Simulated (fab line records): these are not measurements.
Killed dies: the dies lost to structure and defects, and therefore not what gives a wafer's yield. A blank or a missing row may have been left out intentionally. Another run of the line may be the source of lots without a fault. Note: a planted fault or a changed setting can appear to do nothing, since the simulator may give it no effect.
Commonality check across tools | flow berkeleyCmos170 | 14 lots, 42 wafers sampled

## REASON IT WAS OPENED
At UCB170_NWELL_TW_MEAS_16 the reading NWELL_TW is flagged on 2 of 14 lots. No-fault wafers: 1247, standard deviation 7.1.
Rule: flag the lot when none of its wafers has a number, or when each of its wafers that has one lies beyond 4 standard deviations from that mean. As for the other lots, they are considered sound.

lot  | measured    | on           | NWELL_TW, wafer by wafer | flag
L163 | day 2 15:22 | filmMetro-03 | 1257 1256 1255           | 
L164 | day 2 19:26 | filmMetro-03 | 1248 1253 1254           | 
L168 | day 3 14:56 | filmMetro-04 | 1243 1245 1235           | 
L170 | day 3 19:10 | filmMetro-02 | 1239 1245 1240           | 
L169 | day 3 19:55 | filmMetro-04 | 1240 1243 1239           | 
L172 | day 4 08:01 | filmMetro-04 | 1242 1244 1241           | 
L173 | day 4 21:06 | filmMetro-03 | 1306 1306 1303           | FLAGGED
L174 | day 4 21:17 | filmMetro-04 | 1239 1236 1235           | 
L176 | day 5 06:50 | filmMetro-04 | 1305 1306 1309           | FLAGGED
L175 | day 5 07:14 | filmMetro-04 | 1241 1251 1240           | 
L179 | day 5 21:11 | filmMetro-02 | 1246 1238 1250           | 
L181 | day 6 02:23 | filmMetro-04 | 1247 1241 1242           | 
L182 | day 6 12:57 | filmMetro-03 | 1256 1253 1256           | 
L184 | day 6 23:21 | filmMetro-02 | 1260 1262 1262           | 
On average the flagged lots' numbers are 1306, which is +59 against the usual, or +8 standard deviations.

## TOOL THAT RAN EACH LOT
The record holds 1 process step before the reading, out of a route of 331 steps. Every cell lists first the tool, next ch and the chambers used by the sampled wafers, and last the start.
lot  | flag    | UCB170_NWELL_IMPLANT_14
L163 |         | implanter-03 ch 0, day 2 15:07
L164 |         | implanter-02 ch 0, day 2 19:11
L168 |         | implanter-03 ch 0, day 3 14:41
L170 |         | implanter-02 ch 0, day 3 18:55
L169 |         | implanter-03 ch 0, day 3 19:41
L172 |         | implanter-04 ch 0, day 4 07:46
L173 | FLAGGED | implanter-03 ch 0, day 4 20:52
L174 |         | implanter-04 ch 0, day 4 21:02
L176 | FLAGGED | implanter-03 ch 0, day 5 06:35
L175 |         | implanter-02 ch 0, day 5 06:59
L179 |         | implanter-02 ch 0, day 5 20:56
L181 |         | implanter-02 ch 0, day 6 02:08
L182 |         | implanter-02 ch 0, day 6 12:42
L184 |         | implanter-04 ch 0, day 6 23:07
What is done by these steps:
- UCB170_NWELL_IMPLANT_14
- UCB170_NWELL_TW_MEAS_16

## FLAGGED AGAINST TOTAL, ONE TOOL AT A TIME (gauges that did the reading follow at the end)
step                    | tool         | lots run | flagged | share of the flagged lots | sound lots run after its first flagged lot
UCB170_NWELL_IMPLANT_14 | implanter-02 | 6        | 0       | none                      | -
UCB170_NWELL_IMPLANT_14 | implanter-03 | 5        | 2       | all                       | 0
UCB170_NWELL_IMPLANT_14 | implanter-04 | 3        | 0       | none                      | -
UCB170_NWELL_TW_MEAS_16 | filmMetro-02 | 3        | 0       | none                      | -
UCB170_NWELL_TW_MEAS_16 | filmMetro-03 | 4        | 1       | some                      | 1 (L182)
UCB170_NWELL_TW_MEAS_16 | filmMetro-04 | 7        | 1       | some                      | 2 (L175,L181)

## WHAT THE TABLE PERMITS
1 row of the table ran every flagged lot: implanter-03 at UCB170_NWELL_IMPLANT_14.
- implanter-03 at UCB170_NWELL_IMPLANT_14: 2 of its 5 lots flagged. Last sound lot L169 at day 3 19:41, first flagged lot L173 at day 4 20:52; a fault beginning in between fits. Its own readings (doseIonsCm2, faradayCurrentUA) fall more than 4 standard deviations out on all wafers of the flagged lots.
Left over: one tool, implanter-03 at UCB170_NWELL_IMPLANT_14.

## WHAT THE SIMULATOR HAD INSERTED
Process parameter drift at UCB170_NWELL_IMPLANT_14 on implanter-03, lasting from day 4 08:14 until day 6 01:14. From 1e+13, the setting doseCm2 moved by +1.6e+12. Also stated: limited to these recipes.
Shown lots that were struck: L173, L176. Same finding as the rule above.
